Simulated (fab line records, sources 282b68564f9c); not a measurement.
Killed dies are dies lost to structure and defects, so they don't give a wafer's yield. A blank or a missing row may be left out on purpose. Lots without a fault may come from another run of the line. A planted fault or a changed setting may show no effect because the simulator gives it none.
fab line records | flow rit_cmos
record lots=5 wafers=15 last_day=7
route steps=202 shown SILICIDE@161 CONTACT@168
lots that met no fault: from a run of the same line without faults
start_h: hours from the record's first day to the start of the lot's first wafer shown | wait_h: hours since the lot's step before | " the same as in the row above | L1.1+2: a row that stands for several wafers | - no value, or no start given | * or withheld: withheld | < > ~ a bound
route shown NAME@n: a module of which the file shows steps, and the number in the route of the first | usual: mean/standard deviation of fault-free wafers | same: alike in all rows | chamber/n: place in a boat | sites: the reading at each site | _std_site: their standard deviation | _edge_site: outer sites' mean less inner sites' | radius_mm: how far each site lies from the wafer's centre | mask NAME#n: copy n | behind: the tool/chamber that last shaped the wafer | hold: why the lot was held/for how many hours/how that ended | device: the transistor (n, p or np) that didn't switch | end of line: the same wafers' tests at the end of the route | a step without rows: its recipe alone | killed: dies lost to structure and defects at the first sort, not the wafer's yield | map: a wafer's dies, x killed, . not, _ none there
set.NAME: the setting as run; set.NAME@STEP: as run at that earlier step | model.NAME: the simulator's own value behind a step, which no gauge read
lots at some steps of the route; a table a step, a row a wafer
services: from which hour (start_h, from the record's first day; less than 0 if before it) a tool's chamber was out of use, for how many hours, and why
## steps
# step RIT_SILICIDE_WET_ETCH_00
# recipe chemistry=BOE target=SiO2 target_depth_nm=14 time_s=15 dry=n2_spin dilution=10:1 temp_c=21.5
# columns lot.wafer tool chamber start_h wait_h
L075.3+4+6 wet_bench-03 3 69.13 0.1
L085.2+4+5 wet_bench-02 2 114.33 0.1
L089.2+3+6 wet_bench-04 3 134.13 0.1
L094.1+4+6 wet_bench-02 0 159.07 0.1
L095.1+3+4 wet_bench-02 1 163.02 0.1
# step RIT_SILICIDE_SPUTTER_01
# recipe material=Ti target_thk_nm=30 power_w=350 chamber_pressure_pa=0.667 gas=Ar time_s=240 substrate_temp_c=25
# usual substrate_temp_c=25.02/0.11 throttle_valve_pct=29.8/0.95
# columns lot.wafer tool chamber start_h wait_h substrate_temp_c throttle_valve_pct
L075.3 pvd_sputter-03 - 69.14 0.0 24.92 28.8
L075.4 " - " " 25.06 30.0
L075.6 " - " " 25.06 29.0
L085.2 pvd_sputter-03 - 114.34 0.0 24.99 30.5
L085.4 " - " " 24.97 29.0
L085.5 " - " " 24.99 29.6
L089.2 pvd_sputter-03 - 134.14 0.0 24.99 29.1
L089.3 " - " " 25.03 30.3
L089.6 " - " " 24.95 30.3
L094.1 pvd_sputter-01 - 159.08 0.0 24.87 31.3
L094.4 " - " " 25.10 30.9
L094.6 " - " " 25.00 31.4
L095.1 pvd_sputter-03 - 163.04 0.0 24.84 29.8
L095.3 " - " " 25.05 29.0
L095.4 " - " " 25.16 28.6
# step RIT_SILICIDE_RS_MEAS_02
# recipe thk_meas_gauge=four-point-probe reads=Ti_of_SILICIDE_SPUTTER_01
# usual SILICIDE_TI_RS=48.0/0.57
# columns lot.wafer tool chamber start_h wait_h SILICIDE_TI_RS[ohm/sq]
L075.3 film_metro-03 - 69.33 0.1 48.2
L075.4 " - " " 48.7
L075.6 " - " " 47.9
L085.2 film_metro-04 - 114.53 0.1 47.6
L085.4 " - " " 48.3
L085.5 " - " " 47.9
L089.2 film_metro-03 - 134.31 0.1 49.5
L089.3 " - " " 49.5
L089.6 " - " " 49.1
L094.1 film_metro-02 - 159.23 0.1 48.0
L094.4 " - " " 48.3
L094.6 " - " " 47.9
L095.1 film_metro-04 - 163.19 0.1 47.7
L095.3 " - " " 47.4
L095.4 " - " " 47.1
# step RIT_SILICIDE_THK_MEAS_03
# recipe thk_meas_gauge=xrf reads=Ti_of_SILICIDE_SPUTTER_01
# usual SILICIDE_TI_THK=30.20/0.28
# columns lot.wafer tool chamber start_h wait_h SILICIDE_TI_THK[nm]
L075.3 film_metro-03 - 69.43 0.1 30.22
L075.4 " - " " 29.95
L075.6 " - " " 30.21
L085.2 film_metro-04 - 114.64 0.1 30.37
L085.4 " - " " 29.95
L085.5 " - " " 30.28
L089.2 film_metro-03 - 134.42 0.1 29.27
L089.3 " - " " 29.42
L089.6 " - " " 29.61
L094.1 film_metro-02 - 159.35 0.1 30.26
L094.4 " - " " 30.11
L094.6 " - " " 30.20
L095.1 film_metro-04 - 163.31 0.1 30.49
L095.3 " - " " 30.52
L095.4 " - " " 30.58
# step RIT_SILICIDE_RTA_04
# recipe temp_c=650 time_s=10 idle_temp_c=25 ramp_up_s=5 ramp_down_s=5 cool_to_c=25 ambient=N2
# usual wafer_temp_C_max=653.4/0.85
# columns lot.wafer tool chamber start_h wait_h wafer_temp_C_max
L075.3 rtp_anneal-01 0 69.49 0.1 654.8
L075.4 " 0 " " 656.0
L075.6 " 0 " " 654.1
L085.2 rtp_anneal-01 0 114.70 0.1 653.1
L085.4 " 0 " " 654.5
L085.5 " 0 " " 653.1
L089.2 rtp_anneal-01 0 134.48 0.1 653.5
L089.3 " 0 " " 654.0
L089.6 " 0 " " 654.1
L094.1 rtp_anneal-02 0 159.41 0.1 653.1
L094.4 " 0 " " 653.0
L094.6 " 0 " " 654.3
L095.1 rtp_anneal-01 0 163.37 0.1 654.8
L095.3 " 0 " " 653.9
L095.4 " 0 " " 654.6
# step RIT_SILICIDE_WET_ETCH_05
# recipe chemistry=SPM target=Ti temp_c=90 time_s=120 dry=n2_spin
# columns lot.wafer tool chamber start_h wait_h
L075.3+4+6 wet_bench-04 0 69.54 0.0
L085.2+4+5 wet_bench-02 1 114.76 0.0
L089.2+3+6 wet_bench-04 0 134.53 0.0
L094.1+4+6 wet_bench-03 2 159.48 0.1
L095.1+3+4 wet_bench-04 1 163.43 0.1
# step RIT_SILICIDE_RTA_06
# recipe temp_c=750 time_s=10 idle_temp_c=25 ramp_up_s=5 ramp_down_s=10 cool_to_c=25 ambient=N2
# usual wafer_temp_C_max=754.1/1
# columns lot.wafer tool chamber start_h wait_h wafer_temp_C_max
L075.3 rtp_anneal-02 0 69.62 0.0 755.1
L075.4 " 0 " " 753.9
L075.6 " 0 " " 753.1
L085.2 rtp_anneal-02 0 114.81 0.0 753.6
L085.4 " 0 " " 753.5
L085.5 " 0 " " 753.1
L089.2 rtp_anneal-02 0 134.59 0.0 753.8
L089.3 " 0 " " 752.6
L089.6 " 0 " " 753.8
L094.1 rtp_anneal-01 0 159.53 0.0 756.3
L094.4 " 0 " " 754.1
L094.6 " 0 " " 754.0
L095.1 rtp_anneal-02 0 163.47 0.0 753.2
L095.3 " 0 " " 751.9
L095.4 " 0 " " 752.2
# step RIT_CONTACT_CVD_00
# recipe material=SiO2 target_thk_nm=400 precursor=TEOS temp_c=390 time_s=61 rf_w=400
# usual heater_power_w=342/45
# columns lot.wafer tool chamber start_h wait_h heater_power_w since_wet_clean_h
L075.3 pecvd-03 0 69.71 0.1 366 1015
L075.4 " 0 " " 374 -
L075.6 " 2 " " 362 -
L085.2 pecvd-02 1 114.87 0.0 265 670
L085.4 " 2 " " 397 -
L085.5 " 1 " " 276 -
L089.2 pecvd-01 2 134.64 0.0 374 285
L089.3 " 1 " " 333 285
L089.6 " 0 " " 331 -
L094.1 pecvd-02 1 159.59 0.1 251 715
L094.4 " 1 " " 265 -
L094.6 " 2 " " 313 -
L095.1 pecvd-01 1 163.54 0.1 363 314
L095.3 " 2 " " 376 314
L095.4 " 1 " " 361 -
# step RIT_CONTACT_THK_MEAS_01
# recipe reads=SiO2_of_CONTACT_CVD_00
# usual CONTACT_TEOS_THK=398/4.8
# columns lot.wafer tool chamber start_h wait_h CONTACT_TEOS_THK[nm]
L075.3 film_metro-02 - 69.78 0.0 389
L075.4 " - " " 398
L075.6 " - " " 401
L085.2 film_metro-03 - 114.93 0.0 395
L085.4 " - " " 400
L085.5 " - " " 400
L089.2 film_metro-02 - 134.70 0.0 392
L089.3 " - " " 390
L089.6 " - " " 398
L094.1 film_metro-02 - 159.64 0.0 395
L094.4 " - " " 394
L094.6 " - " " 396
L095.1 film_metro-03 - 163.59 0.0 398
L095.3 " - " " 398
L095.4 " - " " 407
# step RIT_CONTACT_HMDS_02
# recipe prime_time_s=60 prime_temp_c=140
# columns lot.wafer tool chamber start_h wait_h
L075.3+4+6 litho_track-02 0 69.87 0.1
L085.2+4+5 litho_track-03 0 115.00 0.1
L089.2+3+6 litho_track-03 0 134.78 0.1
L094.1+4+6 litho_track-03 0 159.70 0.1
L095.1+3+4 litho_track-03 0 163.65 0.1
# step RIT_CONTACT_COAT_03
# recipe resist=NOVOLAK spin_rpm=3250 resist_thk_nm=1000
# usual dispense_pressure_kPa=48.2/2.3
# columns lot.wafer tool chamber start_h wait_h dispense_pressure_kPa
L075.3 litho_track-02 0 70.02 0.1 46.6
L075.4 " 0 " " 46.6
L075.6 " 0 " " 46.6
L085.2 litho_track-03 0 115.15 0.1 50.5
L085.4 " 0 " " 50.5
L085.5 " 0 " " 50.4
L089.2 litho_track-03 0 134.93 0.1 50.4
L089.3 " 0 " " 50.5
L089.6 " 0 " " 50.4
L094.1 litho_track-03 0 159.85 0.1 50.5
L094.4 " 0 " " 50.5
L094.6 " 0 " " 50.4
L095.1 litho_track-03 0 163.80 0.1 50.4
L095.3 " 0 " " 50.5
L095.4 " 0 " " 50.4
# step RIT_CONTACT_SOFTBAKE_04
# recipe resist=NOVOLAK temp_c=90 time_s=60
# columns lot.wafer tool chamber start_h wait_h
L075.3+4+6 litho_track-02 0 70.17 0.1
L085.2+4+5 litho_track-03 0 115.30 0.1
L089.2+3+6 litho_track-03 0 135.08 0.1
L094.1+4+6 litho_track-03 0 160.00 0.1
L095.1+3+4 litho_track-03 0 163.95 0.1
# step RIT_CONTACT_EXPOSE_05
# recipe mask_id=M11 na=0.6 source_shape=conventional sigma_outer=0.5 target_cd_nm=1000 dose_mj=250
# usual reticle_temp_C=23.00/0.11
# columns lot.wafer tool chamber start_h wait_h mask reticle_temp_C
L075.3 iline_stepper-01 0 70.31 0.1 M11#0 23.12
L075.4 " 0 " " M11#0 23.25
L075.6 " 0 " " M11#0 23.05
L085.2 iline_stepper-01 0 115.45 0.1 M11#0 22.97
L085.4 " 0 " " M11#0 22.97
L085.5 " 0 " " M11#0 23.02
L089.2 iline_stepper-01 0 135.22 0.1 M11#0 22.93
L089.3 " 0 " " M11#0 22.90
L089.6 " 0 " " M11#0 22.99
L094.1 iline_stepper-02 0 160.28 0.2 M11#0 23.14
L094.4 " 0 " " M11#0 22.96
L094.6 " 0 " " M11#0 23.17
L095.1 iline_stepper-02 0 164.10 0.1 M11#0 23.13
L095.3 " 0 " " M11#0 23.00
L095.4 " 0 " " M11#0 23.12
# step RIT_CONTACT_PEB_06
# recipe resist=NOVOLAK temp_c=withheld time_s=withheld
# columns lot.wafer tool chamber start_h wait_h
L075.3+4+6 litho_track-01 0 70.44 0.1
L085.2+4+5 litho_track-02 0 115.57 0.1
L089.2+3+6 litho_track-03 0 135.34 0.1
L094.1+4+6 litho_track-03 0 160.40 0.1
L095.1+3+4 litho_track-02 0 164.22 0.1
# step RIT_CONTACT_DEVELOP_07
# recipe resist=NOVOLAK develop_time_s=120 dev_temp_c=23
# usual developer_temp_C=22.99/0.11
# columns lot.wafer tool chamber start_h wait_h developer_temp_C
L075.3 litho_track-01 0 - - 22.92
L075.4 " 0 " " 22.94
L075.6 " 0 " " 22.93
L085.2 litho_track-02 0 - - 23.01
L085.4 " 0 " " 22.90
L085.5 " 0 " " 22.97
L089.2 litho_track-03 0 - - 23.00
L089.3 " 0 " " 22.98
L089.6 " 0 " " 23.01
L094.1 litho_track-03 0 - - 22.97
L094.4 " 0 " " 23.04
L094.6 " 0 " " 23.04
L095.1 litho_track-02 0 - - 22.84
L095.3 " 0 " " 22.77
L095.4 " 0 " " 23.04
# step RIT_CONTACT_CD_MEAS_08
# recipe target_cd_nm=1000
# usual cd_nm=999.4/2.1
# columns lot.wafer tool chamber start_h wait_h cd_nm
L075.3 cd_sem-01 - 70.83 - 1000.1
L075.4 " - " " 1002.4
L075.6 " - " " 1001.1
L085.2 cd_sem-01 - 115.96 - 1000.4
L085.4 " - " " 998.1
L085.5 " - " " 999.3
L089.2 cd_sem-02 - 135.74 - 1001.2
L089.3 " - " " 999.4
L089.6 " - " " 1002.5
L094.1 cd_sem-01 - 160.80 - 1003.6
L094.4 " - " " 1003.1
L094.6 " - " " 1002.7
L095.1 cd_sem-02 - 164.62 - 1000.7
L095.3 " - " " 1003.4
L095.4 " - " " 1001.2
# step RIT_CONTACT_OVL_MEAS_09
# usual CONTACT_OVL=-0.3/1.6
# columns lot.wafer tool chamber start_h wait_h CONTACT_OVL[nm]
L075.3 overlay-01 - 70.92 0.1 -0.9
L075.4 " - " " -0.8
L075.6 " - " " 0.6
L085.2 overlay-01 - 116.07 0.1 -0.4
L085.4 " - " " 0.2
L085.5 " - " " -1.2
L089.2 overlay-02 - 135.85 0.1 4.2
L089.3 " - " " 4.4
L089.6 " - " " 3.5
L094.1 overlay-01 - 160.92 0.1 -1.1
L094.4 " - " " 2.5
L094.6 " - " " -0.4
L095.1 overlay-01 - 164.74 0.1 0.1
L095.3 " - " " 0.4
L095.4 " - " " 0.3
# step RIT_CONTACT_HARDBAKE_10
# recipe resist=NOVOLAK temp_c=140 time_s=60
# columns lot.wafer tool chamber start_h wait_h
L075.3+4+6 litho_track-01 0 71.00 0.1
L085.2+4+5 litho_track-02 0 116.13 0.0
L089.2+3+6 litho_track-03 0 135.90 0.0
L094.1+4+6 litho_track-03 0 160.96 0.0
L095.1+3+4 litho_track-02 0 164.77 0.0
# step RIT_CONTACT_ETCH_11
# recipe target_depth_a=4800 over_etch_frac=0.2 stop_on=TiSi2 chemistry=CHF3/CF4/Ar target=SiO2 CHF3_flow_sccm=50 cf4_flow_sccm=10 Ar_flow_sccm=100 O2_flow_sccm=5 pressure_mtorr=100 rf_w=200 time_s=320
# usual drypump_motor_current_A=5.5/0.52 oes_product_au=0.981/0.017 throttle_valve_pct=8.87/0.1
# columns lot.wafer tool chamber start_h wait_h drypump_motor_current_A oes_product_au rf_hours_counter_h throttle_valve_pct
L075.3 rie_diel-04 0 71.10 0.1 6.2 0.992 3 8.94
L075.4 " 2 " " 5.2 0.967 - 8.77
L075.6 " 3 " " 4.8 0.983 - 8.84
L085.2 rie_diel-02 1 116.25 0.1 6.0 0.974 15 8.88
L085.4 " 3 " " 6.1 1.002 40 8.85
L085.5 " 3 " " 6.1 1.003 - 8.87
L089.2 rie_diel-01 0 136.03 0.1 5.2 1.018 10 8.86
L089.3 " 3 " " 5.1 0.973 5 8.82
L089.6 " 3 " " 5.1 0.973 - 8.83
L094.1 rie_diel-04 0 161.11 0.1 6.2 0.986 5 8.91
L094.4 " 1 " " 6.1 0.990 26 8.93
L094.6 " 1 " " 6.1 0.979 - 8.94
L095.1 rie_diel-04 0 164.92 0.1 6.2 0.984 5 8.92
L095.3 " 1 " " 6.1 0.989 26 8.91
L095.4 " 3 " " 4.8 0.987 4 8.83
# step RIT_CONTACT_STRIP_12
# recipe chemistry=O2 time_s=180 resist=NOVOLAK platen_temp_c=withheld power_w=500 pressure_mtorr=4000 o2_flow_sccm=4000
# usual drypump_motor_current_A=5.8/0.45
# columns lot.wafer tool chamber start_h wait_h drypump_motor_current_A rf_hours_counter_h
L075.3 plasma_asher-01 1 71.35 0.2 5.5 -
L075.4 " 0 " " 5.4 -
L075.6 " 1 " " 5.6 -
L085.2 plasma_asher-02 1 116.44 0.1 5.3 45
L085.4 " 0 " " 6.1 -
L085.5 " 1 " " 5.2 -
L089.2 plasma_asher-02 1 136.22 0.1 5.3 47
L089.3 " 0 " " 6.1 -
L089.6 " 1 " " 5.3 -
L094.1 plasma_asher-01 1 161.30 0.1 5.6 36
L094.4 " 1 " " 5.6 -
L094.6 " 0 " " 5.4 -
L095.1 plasma_asher-02 0 165.12 0.1 6.1 51
L095.3 " 1 " " 5.3 -
L095.4 " 0 " " 6.1 -
# step RIT_CONTACT_CD_MEAS_90
# recipe target_cd_nm=1000
# usual cd_nm=999.5/2.2
# columns lot.wafer tool chamber start_h wait_h cd_nm
L075.3 cd_sem-02 - 71.51 0.1 1000.5
L075.4 " - " " 1002.3
L075.6 " - " " 1000.9
L085.2 cd_sem-01 - 116.64 0.1 1001.0
L085.4 " - " " 998.3
L085.5 " - " " 999.4
L089.2 cd_sem-01 - 136.42 0.1 1001.3
L089.3 " - " " 999.1
L089.6 " - " " 1002.2
L094.1 cd_sem-02 - 161.48 0.1 1003.5
L094.4 " - " " 1003.6
L094.6 " - " " 1003.0
L095.1 cd_sem-02 - 165.29 0.1 1000.8
L095.3 " - " " 1003.9
L095.4 " - " " 1001.0
## services
# columns tool chamber start_h hours kind
iline_stepper-01 - 52.50 0.8 repair
rie_diel-04 - 52.58 4.0 pm
iline_stepper-01 - 65.92 1.7 pm
rie_diel-04 1 70.78 9.5 repair
iline_stepper-02 - 82.73 1.7 pm
pvd_sputter-01 - 93.47 4.7 repair
pecvd-01 - 96.87 6.0 pm
plasma_asher-02 - 105.30 1.3 repair
iline_stepper-02 0 119.09 - calibration
rie_diel-04 - 133.04 5.4 repair
pvd_sputter-01 - 147.13 0.9 repair
rie_diel-02 - 149.50 0.5 repair
iline_stepper-01 - 157.47 2.1 pm
iline_stepper-01 - 159.55 - consumable_replace:lamp
## key
fault none
